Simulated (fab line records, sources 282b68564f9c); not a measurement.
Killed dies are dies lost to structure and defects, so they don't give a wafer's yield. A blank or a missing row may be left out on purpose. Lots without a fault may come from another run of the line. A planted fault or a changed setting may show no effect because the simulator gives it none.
fab line records | flow rit_cmos
record lots=7 wafers=21 last_day=7
route steps=202 shown PLDD@116 SPACER@125 NSD@131 PSD@142 SDANNEAL@153 SILICIDE@161 M1@202
lots that met no fault: from a run of the same line without faults
start_h: hours from the record's first day to the start of the lot's first wafer shown | wait_h: hours since the lot's step before | " the same as in the row above | L1.1+2: a row that stands for several wafers | - no value, or no start given | * or withheld: withheld | < > ~ a bound
route shown NAME@n: a module of which the file shows steps, and the number in the route of the first | usual: mean/standard deviation of fault-free wafers | same: alike in all rows | chamber/n: place in a boat | sites: the reading at each site | _std_site: their standard deviation | _edge_site: outer sites' mean less inner sites' | radius_mm: how far each site lies from the wafer's centre | mask NAME#n: copy n | behind: the tool/chamber that last shaped the wafer | hold: why the lot was held/for how many hours/how that ended | device: the transistor (n, p or np) that didn't switch | end of line: the same wafers' tests at the end of the route | a step without rows: its recipe alone | killed: dies lost to structure and defects at the first sort, not the wafer's yield | map: a wafer's dies, x killed, . not, _ none there
set.NAME: the setting as run; set.NAME@STEP: as run at that earlier step | model.NAME: the simulator's own value behind a step, which no gauge read
lots at some steps of the route; a table a step, a row a wafer
services: from which hour (start_h, from the record's first day; less than 0 if before it) a tool's chamber was out of use, for how many hours, and why
## steps
# step RIT_PLDD_SOFTBAKE_02
# recipe resist=NOVOLAK temp_c=90 time_s=60
# step RIT_PLDD_EXPOSE_03
# recipe mask_id=M8 na=0.57 target_cd_nm=40900 dose_mj=250
# step RIT_PLDD_PEB_04
# recipe resist=NOVOLAK temp_c=withheld time_s=withheld
# step RIT_PLDD_DEVELOP_05
# recipe resist=NOVOLAK develop_time_s=50 dev_temp_c=23
# step RIT_PLDD_OVL_MEAS_06
# usual PLDD_OVL=0.4/1.2
# columns lot.wafer tool chamber start_h wait_h PLDD_OVL[nm]
L886.1 overlay-01 - 53.66 - -0.3
L886.5 " - " " -0.8
L886.6 " - " " 0.5
L889.1 overlay-02 - 69.19 - -1.4
L889.4 " - " " -0.2
L889.6 " - " " 0.3
L890.1 overlay-02 - 73.59 - 2.0
L890.5 " - " " 1.1
L890.6 " - " " 1.4
L891.1 overlay-01 - 77.39 - 0.6
L891.2 " - " " 0.8
L891.6 " - " " 0.5
L892.2 overlay-02 - 83.13 - 1.6
L892.3 " - " " 2.6
L892.5 " - " " 2.3
L905.3 overlay-02 - 148.46 - -1.7
L905.4 " - " " -0.9
L905.6 " - " " -1.5
L906.3 overlay-02 - 152.21 - 0.1
L906.4 " - " " 0.4
L906.5 " - " " 1.4
# step RIT_PLDD_HARDBAKE_07
# recipe resist=NOVOLAK temp_c=140 time_s=60
# step RIT_PLDD_IMPLANT_08
# recipe species=BF2 energy_kev=20 dose_cm2=9e+14 tilt_deg=7
# step RIT_PLDD_STRIP_09
# recipe chemistry=O2 time_s=180 resist=NOVOLAK platen_temp_c=withheld power_w=500 pressure_mtorr=4000 o2_flow_sccm=4000
# usual drypump_motor_current_A=5.7/0.48
# columns lot.wafer tool chamber start_h wait_h drypump_motor_current_A rf_hours_counter_h
L886.1 plasma_asher-02 0 54.00 0.1 6.1 24
L886.5 " 0 " " 6.1 -
L886.6 " 1 " " 4.9 -
L889.1 plasma_asher-01 0 69.53 0.1 5.4 44
L889.4 " 1 " " 6.1 -
L889.6 " 1 " " 6.1 -
L890.1 plasma_asher-02 1 73.92 0.1 4.9 26
L890.5 " 0 " " 6.1 -
L890.6 " 1 " " 4.9 -
L891.1 plasma_asher-04 1 77.73 0.1 5.7 42
L891.2 " 0 " " 6.0 42
L891.6 " 1 " " 5.7 -
L892.2 plasma_asher-01 1 83.46 0.1 6.2 45
L892.3 " 1 " " 6.2 -
L892.5 " 1 " " 6.1 -
L905.3 plasma_asher-01 0 148.85 0.1 5.4 -
L905.4 " 1 " " 6.1 -
L905.6 " 0 " " 5.4 -
L906.3 plasma_asher-02 0 152.59 0.1 6.1 -
L906.4 " 1 " " 4.9 -
L906.5 " 1 " " 4.9 -
# step RIT_PLDD_TW_MEAS_10
# usual PLDD_TW=2334/37
# columns lot.wafer tool chamber start_h wait_h PLDD_TW
L886.1 film_metro-04 - 54.17 0.1 2343
L886.5 " - " " 2351
L886.6 " - " " 2349
L889.1 film_metro-01 - 69.70 0.1 2289
L889.4 " - " " 2291
L889.6 " - " " 2278
L890.1 film_metro-04 - 74.10 0.1 2353
L890.5 " - " " 2351
L890.6 " - " " 2359
L891.1 film_metro-01 - 77.90 0.1 2292
L891.2 " - " " 2278
L891.6 " - " " 2281
L892.2 film_metro-04 - 83.65 0.1 2355
L892.3 " - " " 2362
L892.5 " - " " 2359
L905.3 film_metro-01 - 148.98 0.1 2304
L905.4 " - " " 2288
L905.6 " - " " 2282
L906.3 film_metro-04 - 152.73 0.1 2341
L906.4 " - " " 2351
L906.5 " - " " 2342
# step RIT_SPACER_CLEAN_00
# recipe chemistry=SC1 mix=3:3:50 time_s=600 temp_c=75
# step RIT_SPACER_CLEAN_01
# recipe chemistry=dHF dilution=50:1 time_s=30
# step RIT_SPACER_CLEAN_02
# recipe chemistry=SC2 mix=3:3:50 time_s=600 temp_c=75 dry=n2_spin
# step RIT_SPACER_CVD_03
# recipe material=Si3N4 target_thk_nm=250 temp_c=810 precursor=SiH2Cl2/NH3 time_s=3300 pressure_mtorr=300 sih2cl2_flow_sccm=60 nh3_flow_sccm=150
# usual pressure_mtorr=300.0/0.59 zone_power_load_pct=20.3/0.96 zone_power_source_pct=23.0/1.6
# columns lot.wafer tool chamber start_h wait_h pressure_mtorr zone_power_load_pct zone_power_source_pct model.Si3N4_of_SPACER_CVD_03.thk_nm
L886.1 lpcvd-02 0 55.05 0.4 299.2 18.7 20.8 251.6
L886.5 " 0 " " 299.3 19.1 21.1 247.4
L886.6 " 0 " " 299.8 19.2 20.8 249.1
L889.1 lpcvd-01 0 70.16 0.0 299.2 21.2 22.2 246.1
L889.4 " 0 " " 299.3 21.6 22.1 246.6
L889.6 " 0 " " 300.0 21.2 22.2 248.6
L890.1 lpcvd-02 0 74.53 0.0 359.0 19.1 20.9 261.2
L890.5 " 0 " " 359.8 18.8 21.2 259.5
L890.6 " 0 " " 360.2 19.3 20.6 260.9
L891.1 lpcvd-02 0 78.36 0.0 360.3 19.1 21.2 259.2
L891.2 " 0 " " 359.7 19.7 20.6 261.8
L891.6 " 0 " " 359.3 18.9 20.7 262.4
L892.2 lpcvd-02 1 84.07 0.0 360.8 20.1 24.1 259.5
L892.3 " 1 " " 360.4 19.8 24.9 261.4
L892.5 " 1 " " 360.3 19.8 24.6 260.5
L905.3 lpcvd-01 0 149.39 0.0 299.5 21.2 21.7 252.8
L905.4 " 0 " " 299.5 21.3 22.5 251.8
L905.6 " 0 " " 299.0 21.3 22.0 250.4
L906.3 lpcvd-02 1 153.14 0.0 300.0 20.1 24.8 243.9
L906.4 " 1 " " 300.1 20.1 24.3 247.2
L906.5 " 1 " " 300.5 20.3 24.7 245
# step RIT_SPACER_THK_MEAS_04
# recipe reads=Si3N4_of_SPACER_CVD_03
# usual SPACER_NITRIDE_THK=248.5/2.3
# columns lot.wafer tool chamber start_h wait_h SPACER_NITRIDE_THK[nm]
L886.1 film_metro-02 - 56.97 0.0 251.5
L886.5 " - " " 247.3
L886.6 " - " " 249.0
L889.1 film_metro-03 - 72.08 0.0 246.0
L889.4 " - " " 246.6
L889.6 " - " " 248.7
L890.1 film_metro-03 - 76.44 0.0 261.5
L890.5 " - " " 259.4
L890.6 " - " " 260.8
L891.1 film_metro-03 - 80.28 0.0 259.3
L891.2 " - " " 261.9
L891.6 " - " " 262.4
L892.2 film_metro-03 - 85.99 0.0 259.3
L892.3 " - " " 261.5
L892.5 " - " " 260.5
L905.3 film_metro-03 - 151.33 0.0 252.8
L905.4 " - " " 251.8
L905.6 " - " " 250.3
L906.3 film_metro-01 - 155.07 0.0 243.9
L906.4 " - " " 247.4
L906.5 " - " " 244.9
# step RIT_SPACER_ETCHBACK_05
# recipe target_depth_a=2500 SF6_flow_sccm=30 CHF3_flow_sccm=30 target=Si3N4 chemistry=SF6/CHF3 pressure_mtorr=40 rf_w=250 time_s=240 stop_on=SiO2
# usual SF6_flow_sccm=30.00/0.095 drypump_motor_current_A=5.8/0.35 oes_product_au=0.839/0.013 throttle_valve_pct=10.28/0.11
# columns lot.wafer tool chamber start_h wait_h SF6_flow_sccm drypump_motor_current_A oes_product_au rf_hours_counter_h throttle_valve_pct model.etch.depth_nm
L886.1 rie_diel-02 1 57.03 0.1 29.89 5.2 0.854 138 10.12 251.6
L886.5 " 1 " " 29.96 5.3 0.842 - 10.11 247.4
L886.6 " 0 " " 29.96 5.5 0.822 - 10.27 249.1
L889.1 rie_diel-02 3 72.14 0.1 29.93 6.0 0.843 50 10.21 246.1
L889.4 " 2 " " 29.86 5.9 0.837 58 10.16 246.6
L889.6 " 2 " " 29.94 5.8 0.841 - 10.15 248.6
L890.1 rie_diel-04 3 76.50 0.1 30.14 5.5 0.879 15 10.40 261.2
L890.5 " 1 " " 30.00 5.9 0.883 - 10.34 259.5
L890.6 " 0 " " 30.03 5.9 0.854 - 10.46 260.9
L891.1 rie_diel-04 1 80.34 0.1 29.94 5.9 0.879 5 10.36 259.2
L891.2 " 3 " " 30.08 5.5 0.872 15 10.40 261.8
L891.6 " 0 " " 29.86 6.0 0.857 - 10.45 262.4
L892.2 rie_diel-02 3 86.04 0.0 29.89 5.9 0.873 50 10.21 259.5
L892.3 " 2 " " 29.85 5.8 0.871 59 10.16 261.4
L892.5 " 3 " " 30.05 5.9 0.882 - 10.23 260.5
L905.3 rie_diel-04 1 151.37 0.0 29.91 5.9 0.864 6 10.36 252.8
L905.4 " 2 " " 29.84 6.1 0.845 15 10.36 251.8
L905.6 " 1 " " 30.00 5.9 0.853 - 10.36 250.4
L906.3 rie_diel-02 3 155.11 0.0 30.10 5.9 0.841 51 10.20 243.9
L906.4 " 2 " " 30.02 5.9 0.841 60 10.16 247.2
L906.5 " 3 " " 30.10 5.9 0.838 - 10.20 245
# step RIT_NSD_HMDS_00
# recipe prime_time_s=60 prime_temp_c=140
# step RIT_NSD_COAT_01
# recipe resist=NOVOLAK spin_rpm=3250 resist_thk_nm=1000
# step RIT_NSD_SOFTBAKE_02
# recipe resist=NOVOLAK temp_c=90 time_s=60
# step RIT_NSD_EXPOSE_03
# recipe mask_id=M9 na=0.57 target_cd_nm=40700 dose_mj=250
# step RIT_NSD_PEB_04
# recipe resist=NOVOLAK temp_c=withheld time_s=withheld
# step RIT_NSD_DEVELOP_05
# recipe resist=NOVOLAK develop_time_s=50 dev_temp_c=23
# step RIT_NSD_OVL_MEAS_06
# usual NSD_OVL=-0.1/1.4
# columns lot.wafer tool chamber start_h wait_h NSD_OVL[nm]
L886.1 overlay-01 - 58.16 - 0.8
L886.5 " - " " 0.5
L886.6 " - " " 1.3
L889.1 overlay-01 - 73.14 - 0.2
L889.4 " - " " 0.5
L889.6 " - " " -1.2
L890.1 overlay-02 - 77.52 - -3.6
L890.5 " - " " -1.5
L890.6 " - " " -2.8
L891.1 overlay-02 - 81.46 - 0.3
L891.2 " - " " -0.2
L891.6 " - " " -0.4
L892.2 overlay-02 - 87.17 - 0.1
L892.3 " - " " -1.5
L892.5 " - " " -2.0
L905.3 overlay-01 - 152.38 - 1.8
L905.4 " - " " 0.8
L905.6 " - " " 2.4
L906.3 overlay-01 - 156.12 - -1.1
L906.4 " - " " -1.3
L906.5 " - " " -1.0
# step RIT_NSD_HARDBAKE_07
# recipe resist=NOVOLAK temp_c=140 time_s=60
# step RIT_NSD_IMPLANT_08
# recipe species=P energy_kev=25 dose_cm2=1e+15 tilt_deg=7
# step RIT_NSD_STRIP_09
# recipe chemistry=O2 time_s=180 resist=NOVOLAK platen_temp_c=withheld power_w=500 pressure_mtorr=4000 o2_flow_sccm=4000
# usual drypump_motor_current_A=5.5/0.45
# columns lot.wafer tool chamber start_h wait_h drypump_motor_current_A rf_hours_counter_h
L886.1 plasma_asher-04 0 58.49 0.1 5.9 40
L886.5 " 1 " " 5.7 -
L886.6 " 0 " " 5.9 -
L889.1 plasma_asher-04 0 73.47 0.1 5.9 41
L889.4 " 0 " " 5.9 -
L889.6 " 0 " " 5.9 -
L890.1 plasma_asher-03 1 77.86 0.1 4.8 45
L890.5 " 0 " " 5.8 -
L890.6 " 1 " " 4.9 -
L891.1 plasma_asher-03 1 81.80 0.1 4.8 46
L891.2 " 0 " " 5.8 46
L891.6 " 0 " " 5.8 -
L892.2 plasma_asher-04 1 87.50 0.1 5.6 43
L892.3 " 0 " " 5.9 -
L892.5 " 1 " " 5.7 -
L905.3 plasma_asher-01 0 152.87 0.1 5.4 -
L905.4 " 1 " " 6.1 -
L905.6 " 1 " " 6.1 -
L906.3 plasma_asher-03 1 156.51 0.1 4.8 -
L906.4 " 0 " " 5.8 -
L906.5 " 1 " " 4.8 -
# step RIT_NSD_TW_MEAS_10
# usual NSD_TW=3100/51
# columns lot.wafer tool chamber start_h wait_h NSD_TW
L886.1 film_metro-01 - 58.67 0.1 3025
L886.5 " - " " 3027
L886.6 " - " " 3008
L889.1 film_metro-01 - 73.65 0.1 3036
L889.4 " - " " 3009
L889.6 " - " " 3038
L890.1 film_metro-04 - 78.04 0.1 3136
L890.5 " - " " 3140
L890.6 " - " " 3153
L891.1 film_metro-04 - 81.98 0.1 3139
L891.2 " - " " 3126
L891.6 " - " " 3155
L892.2 film_metro-02 - 87.69 0.1 3121
L892.3 " - " " 3132
L892.5 " - " " 3143
L905.3 film_metro-02 - 153.01 0.1 3144
L905.4 " - " " 3151
L905.6 " - " " 3149
L906.3 film_metro-01 - 156.64 0.1 3037
L906.4 " - " " 3037
L906.5 " - " " 3045
# step RIT_PSD_HMDS_00
# recipe prime_time_s=60 prime_temp_c=140
# step RIT_PSD_COAT_01
# recipe resist=NOVOLAK spin_rpm=3250 resist_thk_nm=1000
# step RIT_PSD_SOFTBAKE_02
# recipe resist=NOVOLAK temp_c=90 time_s=60
# step RIT_PSD_EXPOSE_03
# recipe mask_id=M10 na=0.57 target_cd_nm=40900 dose_mj=250
# step RIT_PSD_PEB_04
# recipe resist=NOVOLAK temp_c=withheld time_s=withheld
# step RIT_PSD_DEVELOP_05
# recipe resist=NOVOLAK develop_time_s=50 dev_temp_c=23
# step RIT_PSD_OVL_MEAS_06
# usual PSD_OVL=-0.2/1.2
# columns lot.wafer tool chamber start_h wait_h PSD_OVL[nm]
L886.1 overlay-02 - 59.70 - 0.4
L886.5 " - " " 1.1
L886.6 " - " " 0.1
L889.1 overlay-01 - 74.68 - -1.5
L889.4 " - " " -0.7
L889.6 " - " " -0.2
L890.1 overlay-02 - 79.07 - 0.4
L890.5 " - " " 0.1
L890.6 " - " " 0.6
L891.1 overlay-01 - 82.89 - -1.8
L891.2 " - " " -1.4
L891.6 " - " " -1.6
L892.2 overlay-01 - 88.72 - 1.3
L892.3 " - " " -0.6
L892.5 " - " " -0.3
L905.3 overlay-02 - 153.91 - 0.2
L905.4 " - " " -0.8
L905.6 " - " " 0.2
L906.3 overlay-02 - 157.55 - -0.1
L906.4 " - " " 0.2
L906.5 " - " " -1.2
# step RIT_PSD_HARDBAKE_07
# recipe resist=NOVOLAK temp_c=140 time_s=60
# step RIT_PSD_IMPLANT_08
# recipe species=BF2 energy_kev=27 dose_cm2=5e+15 tilt_deg=7
# step RIT_PSD_STRIP_09
# recipe chemistry=O2 time_s=180 resist=NOVOLAK platen_temp_c=withheld power_w=500 pressure_mtorr=4000 o2_flow_sccm=4000
# usual drypump_motor_current_A=5.5/0.47
# columns lot.wafer tool chamber start_h wait_h drypump_motor_current_A rf_hours_counter_h
L886.1 plasma_asher-02 1 60.04 0.1 4.9 25
L886.5 " 1 " " 4.9 -
L886.6 " 0 " " 6.1 -
L889.1 plasma_asher-04 1 75.02 0.1 5.7 42
L889.4 " 1 " " 5.7 -
L889.6 " 1 " " 5.7 -
L890.1 plasma_asher-03 0 79.41 0.1 5.8 46
L890.5 " 0 " " 5.8 -
L890.6 " 1 " " 4.8 -
L891.1 plasma_asher-02 1 83.22 0.1 4.9 27
L891.2 " 0 " " 6.1 27
L891.6 " 0 " " 6.1 -
L892.2 plasma_asher-03 0 89.05 0.1 5.7 47
L892.3 " 1 " " 4.8 -
L892.5 " 1 " " 4.8 -
L905.3 plasma_asher-04 1 154.29 0.1 5.7 -
L905.4 " 0 " " 6.0 -
L905.6 " 1 " " 5.7 -
L906.3 plasma_asher-04 0 157.93 0.1 5.9 -
L906.4 " 1 " " 5.7 -
L906.5 " 0 " " 5.9 -
# step RIT_PSD_TW_MEAS_10
# usual PSD_TW=3392/59
# columns lot.wafer tool chamber start_h wait_h PSD_TW
L886.1 film_metro-02 - 60.21 0.1 3443
L886.5 " - " " 3438
L886.6 " - " " 3460
L889.1 film_metro-04 - 75.19 0.1 3451
L889.4 " - " " 3464
L889.6 " - " " 3466
L890.1 film_metro-04 - 79.58 0.1 3446
L890.5 " - " " 3448
L890.6 " - " " 3428
L891.1 film_metro-02 - 83.40 0.1 3462
L891.2 " - " " 3464
L891.6 " - " " 3454
L892.2 film_metro-02 - 89.23 0.1 3437
L892.3 " - " " 3455
L892.5 " - " " 3458
L905.3 film_metro-01 - 154.43 0.1 3346
L905.4 " - " " 3341
L905.6 " - " " 3348
L906.3 film_metro-02 - 158.06 0.1 3465
L906.4 " - " " 3435
L906.5 " - " " 3459
# step RIT_SDANNEAL_CLEAN_00
# recipe chemistry=SC1 mix=3:3:50 time_s=600 temp_c=75
# step RIT_SDANNEAL_CLEAN_01
# recipe chemistry=dHF dilution=50:1 time_s=30
# step RIT_SDANNEAL_CLEAN_02
# recipe chemistry=SC2 mix=3:3:50 time_s=600 temp_c=75 dry=n2_spin
# step RIT_SDANNEAL_RTA_03
# recipe temp_c=1050 time_s=5 idle_temp_c=600 ramp_up_c_per_s=342 ramp_down_c_per_s=171 cool_to_c=600 ambient=N2
# usual wafer_temp_C_max=1053.6/1.2
# columns lot.wafer tool chamber start_h wait_h wafer_temp_C_max
L886.1 rtp_anneal-02 0 60.64 0.0 1052.4
L886.5 " 0 " " 1051.8
L886.6 " 0 " " 1054.8
L889.1 rtp_anneal-01 0 75.62 0.0 1057.4
L889.4 " 0 " " 1051.8
L889.6 " 0 " " 1052.9
L890.1 rtp_anneal-02 0 80.02 0.0 1053.1
L890.5 " 0 " " 1052.8
L890.6 " 0 " " 1054.2
L891.1 rtp_anneal-01 0 83.86 0.0 1054.3
L891.2 " 0 " " 1054.8
L891.6 " 0 " " 1053.5
L892.2 rtp_anneal-02 0 89.71 0.0 1052.1
L892.3 " 0 " " 1053.3
L892.5 " 0 " " 1053.4
L905.3 rtp_anneal-01 0 154.86 0.0 1054.0
L905.4 " 0 " " 1055.1
L905.6 " 0 " " 1052.0
L906.3 rtp_anneal-02 0 158.49 0.0 1053.8
L906.4 " 0 " " 1053.8
L906.5 " 0 " " 1055.8
# step RIT_SDANNEAL_RS_MEAS_04
# recipe thk_meas_gauge=four-point-probe
# usual PSD_RS=115.89/0.26
# columns lot.wafer tool chamber start_h wait_h PSD_RS[ohm/sq]
L886.1 film_metro-01 - 60.70 0.0 115.59
L886.5 " - " " 116.28
L886.6 " - " " 116.37
L889.1 film_metro-02 - 75.68 0.0 115.71
L889.4 " - " " 115.70
L889.6 " - " " 115.74
L890.1 film_metro-01 - 80.08 0.0 115.35
L890.5 " - " " 115.54
L890.6 " - " " 115.43
L891.1 film_metro-04 - 83.92 0.0 115.71
L891.2 " - " " 115.69
L891.6 " - " " 115.88
L892.2 film_metro-04 - 89.78 0.1 115.96
L892.3 " - " " 115.99
L892.5 " - " " 115.66
L905.3 film_metro-04 - 154.94 0.1 115.87
L905.4 " - " " 115.98
L905.6 " - " " 116.02
L906.3 film_metro-02 - 158.57 0.1 115.76
L906.4 " - " " 115.71
L906.5 " - " " 115.55
# step RIT_SILICIDE_WET_ETCH_00
# recipe chemistry=BOE target=SiO2 target_depth_nm=14 time_s=15 dry=n2_spin dilution=10:1 temp_c=21.5
# columns lot.wafer tool chamber start_h wait_h model.Si3N4_of_SPACER_CVD_03.thk_nm
L886.1 wet_bench-01 1 61.18 0.1 195.7
L886.5 " 1 " " 191.9
L886.6 " 1 " " 193.7
L889.1 wet_bench-04 3 76.16 0.1 191.9
L889.4 " 3 " " 192.3
L889.6 " 3 " " 193.9
L890.1 wet_bench-01 2 80.56 0.1 204.1
L890.5 " 2 " " 202.6
L890.6 " 2 " " 203.5
L891.1 wet_bench-03 3 84.40 0.1 202
L891.2 " 3 " " 204.2
L891.6 " 3 " " 204.5
L892.2 wet_bench-03 2 90.24 0.1 202.4
L892.3 " 2 " " 204
L892.5 " 2 " " 203.4
L905.3 wet_bench-01 2 155.38 0.1 196.3
L905.4 " 2 " " 195.6
L905.6 " 2 " " 194.5
L906.3 wet_bench-03 2 159.01 0.1 190.1
L906.4 " 2 " " 192.2
L906.5 " 2 " " 191.1
# step RIT_M1_PROBE_99
# usual killed_at_contacts=0.1/0.32 killed_at_front_end=7/3 killed_dies=7/3 killed_open=3.4/2.2 killed_short=3.3/1.8
# same gross_dies=264 killed_at_M0_to_M3=0 killed_at_M4_up=0 killed_at_back_side=0 killed_at_other=0
# columns lot.wafer tool chamber start_h wait_h killed_at_contacts killed_at_front_end killed_dies killed_open killed_short model.etest.nmos_0p15.r_on_ohm_um model.etest.pplus_sal.width_nm model.etest.nplus_sal.width_nm model.etest.pwell_pinched.rs_ohm_sq model.etest.nwell_pinched.rs_ohm_sq model.etest.nmos_0p15.tox_inv_nm model.etest.diode_nplus_comb.cj_ff_um2 model.etest.diode_nplus_pwell.cj_ff_um2
L886.1 prober-01 - 68.46 0.1 0 4 4 1 3 1126 3430 3437 453.9 332.8 4.473 2.651 2.09
L886.5 prober-01 - 68.66 0.2 1 6 7 4 3 1140 3434 3464 464.6 337.1 4.448 2.68 2.103
L886.6 prober-01 - 68.71 0.2 0 8 8 2 6 1117 3439 3441 463.5 332.1 4.48 2.652 2.095
L889.1 prober-02 - 83.07 0.1 0 7 7 3 4 1147 3433 3431 458.4 341.4 4.428 2.669 2.09
L889.4 prober-02 - 83.22 0.2 0 13 13 5 8 1165 3430 3435 457.3 339.2 4.438 2.664 2.093
L889.6 prober-02 - 83.32 0.2 0 10 10 5 5 1113 3446 3433 466.1 339 4.414 2.661 2.089
L890.1 prober-01 - 87.62 0.1 0 11 11 7 4 1068 3429 3418 456.3 324.6 4.521 2.553 2.025
L890.5 prober-01 - 87.82 0.2 0 11 11 4 7 1064 3418 3408 460.8 327.1 4.505 2.581 2.04
L890.6 prober-01 - 87.87 0.2 0 8 8 5 3 1064 3415 3427 456.9 328.1 4.512 2.552 2.043
L891.1 prober-02 - 91.74 0.1 0 4 4 0 4 1086 3440 3436 449.5 332.4 4.47 2.597 2.053
L891.2 prober-02 - 91.79 0.1 0 8 8 5 3 1096 3438 3440 447.9 329.1 4.47 2.571 2.041
L891.6 prober-02 - 91.99 0.2 0 6 6 3 3 1112 3440 3422 449.1 331.8 4.538 2.577 2.052
L892.2 prober-01 - 97.26 0.1 0 5 5 0 5 1085 3441 3420 450.4 333.5 4.602 2.57 2.062
L892.3 prober-01 - 97.31 0.2 0 1 1 1 0 1094 3412 3432 450.5 329.1 4.618 2.566 2.031
L892.5 prober-01 - 97.41 0.2 0 11 11 7 4 1074 3421 3409 451.1 329.9 4.576 2.572 2.038
L905.3 prober-02 - 162.25 0.2 1 11 12 6 6 1102 3428 3448 454.2 336.2 4.474 2.64 2.066
L905.4 prober-02 - 162.30 0.2 0 3 3 1 2 1143 3440 3423 452.5 337.4 4.484 2.645 2.065
L905.6 prober-02 - 162.40 0.2 0 12 12 3 9 1134 3442 3434 452.3 339.1 4.445 2.657 2.072
L906.3 prober-01 - 165.86 0.2 0 5 5 2 3 1122 3448 3454 462.4 339.1 4.447 2.65 2.065
L906.4 prober-01 - 165.91 0.2 0 9 9 4 5 1125 3440 3444 462.1 334.7 4.371 2.64 2.069
L906.5 prober-01 - 165.96 0.2 0 6 6 2 4 1113 3461 3475 460.7 336.4 4.417 2.648 2.065
# killed by level:class
L886.1 GATE:geometric_particle:short=3 FOX2:geometric_particle:open=1
L886.5 GATE:geometric_particle:open=3 REOX:geometric_particle:short=1 SILICIDE:geometric_particle:short=1 SILICIDE:geometric_particle:open=1 CONTACT:geometric_particle:short=1
L886.6 GATE:geometric_particle:short=5 FOX1:geometric_particle:open=1 REOX:geometric_particle:short=1 SPACER:geometric_particle:open=1
L889.1 FOX2:geometric_particle:open=2 FOX2:geometric_particle:short=2 GATE:geometric_particle:short=1 REOX:geometric_particle:open=1 SILICIDE:geometric_particle:short=1
L889.4 REOX:geometric_particle:open=3 REOX:geometric_particle:short=3 SILICIDE:geometric_particle:short=3 GATE:geometric_particle:short=2 FOX2:geometric_particle:open=1 SILICIDE:geometric_particle:open=1
L889.6 FOX1:geometric_particle:open=2 GATE:geometric_particle:open=2 SILICIDE:geometric_particle:short=2 FOX1:geometric_particle:short=1 FOX2:geometric_particle:open=1 REOX:geometric_particle:short=1 SPACER:geometric_particle:short=1
L890.1 GATE:geometric_particle:open=4 GATE:geometric_particle:short=2 FOX1:geometric_particle:open=1 FOX2:geometric_particle:open=1 REOX:geometric_particle:short=1 SPACER:geometric_particle:open=1 SPACER:geometric_particle:short=1
L890.5 GATE:geometric_particle:short=2 GATE:geometric_particle:open=2 SPACER:geometric_particle:open=2 SPACER:geometric_particle:short=2 FOX1:geometric_particle:short=1 FOX2:geometric_particle:short=1 REOX:geometric_particle:short=1
L890.6 GATE:geometric_particle:open=3 FOX1:geometric_particle:open=2 GATE:geometric_particle:short=2 SPACER:geometric_particle:short=1
L891.1 FOX1:geometric_particle:short=1 GATE:geometric_particle:short=1 SPACER:geometric_particle:short=1 SILICIDE:geometric_particle:short=1
L891.2 GATE:geometric_particle:open=2 ACTIVE:geometric_particle:open=1 GATE:geometric_particle:short=1 SPACER:geometric_particle:short=1 SPACER:geometric_particle:open=1 SILICIDE:geometric_particle:open=1 SILICIDE:geometric_particle:short=1
L891.6 SPACER:geometric_particle:short=2 GATE:geometric_particle:short=1 GATE:geometric_particle:open=1 SPACER:geometric_particle:open=1 SILICIDE:geometric_particle:open=1
L892.2 GATE:geometric_particle:short=2 FOX2:geometric_particle:short=1 REOX:geometric_particle:short=1 SPACER:geometric_particle:short=1
L892.3 FOX1:geometric_particle:open=1
L892.5 GATE:geometric_particle:open=3 REOX:geometric_particle:short=2 SPACER:geometric_particle:open=2 REOX:geometric_particle:open=1 SPACER:geometric_particle:short=1 SILICIDE:geometric_particle:short=1 SILICIDE:geometric_particle:open=1
L905.3 GATE:geometric_particle:short=4 GATE:geometric_particle:open=2 SILICIDE:geometric_particle:open=2 FOX2:geometric_particle:open=1 FOX2:geometric_particle:short=1 SPACER:geometric_particle:short=1 CONTACT:geometric_particle:open=1
L905.4 GATE:geometric_particle:open=1 SPACER:geometric_particle:short=1 SILICIDE:geometric_particle:short=1
L905.6 GATE:geometric_particle:short=4 FOX2:geometric_particle:short=2 SILICIDE:geometric_particle:short=2 SILICIDE:geometric_particle:open=2 GATE:geometric_particle:open=1 SPACER:geometric_particle:short=1
L906.3 FOX1:geometric_particle:short=3 FOX1:geometric_particle:open=1 GATE:geometric_particle:open=1
L906.4 REOX:geometric_particle:open=2 SILICIDE:geometric_particle:short=2 FOX1:geometric_particle:open=1 FOX1:geometric_particle:short=1 GATE:geometric_particle:short=1 REOX:geometric_particle:short=1 SILICIDE:geometric_particle:open=1
L906.5 GATE:geometric_particle:short=2 REOX:geometric_particle:short=1 SPACER:geometric_particle:open=1 SILICIDE:geometric_particle:open=1 SILICIDE:geometric_particle:short=1
## services
# columns tool chamber start_h hours kind
wet_bench-03 - 34.69 1.0 repair
rie_diel-04 - 91.05 0.8 repair
plasma_asher-04 - 108.75 9.0 pm
plasma_asher-04 0 108.75 9.0 vent_cycle
plasma_asher-04 1 108.75 9.0 vent_cycle
plasma_asher-04 0 117.75 - clean
plasma_asher-04 1 117.75 - clean
rie_diel-04 1 138.73 7.1 repair
plasma_asher-01 - 141.83 6.1 repair
plasma_asher-01 - 142.26 2.1 repair
plasma_asher-03 - 145.22 4.3 pm
## key
first_sign step=RIT_SPACER_CVD_03 reading=pressure_mtorr direction=up sigmas=99+ usual=300.0 struck=360.0
effect step=RIT_SPACER_THK_MEAS_04 reading=SPACER_NITRIDE_THK direction=up sigmas=5.2 usual=248.5 struck=260.7
effect step=RIT_SPACER_ETCHBACK_05 reading=oes_product_au direction=up sigmas=2.5 usual=0.839 struck=0.872
model_effect step=RIT_SPACER_CVD_03 value=Si3N4_of_SPACER_CVD_03.thk_nm without=246.6 struck=260.7
model_effect step=RIT_SPACER_ETCHBACK_05 value=etch.depth_nm without=246.6 struck=260.7
model_effect step=RIT_SILICIDE_WET_ETCH_00 value=Si3N4_of_SPACER_CVD_03.thk_nm without=192.4 struck=203.4
model_effect step=RIT_M1_PROBE_99 value=etest.nmos_0p15.r_on_ohm_um without=1117 struck=1082
met_at RIT_SPACER_CVD_03
struck_wafers L890.1,L890.5,L890.6,L891.1,L891.2,L891.6,L892.2,L892.3,L892.5
tester_left_out L890,L891,L892
onset_between 55.05 74.53
fault kind=process_parameter_drift tool=lpcvd-02 chamber=- onset_h=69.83 steps=RIT_SPACER_CVD_03 channel=pressure_mtorr offset=60 shape=step end_h=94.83 acts_in=these_recipes_only stated=300
# tester_left_out: of these lots the tester's yield and bins aren't shown, on N5 and GAA mostly nor the transistor test; their killed dies are dies lost to structure and defects alone, not to doping, threshold or leakage, so they don't give the yield
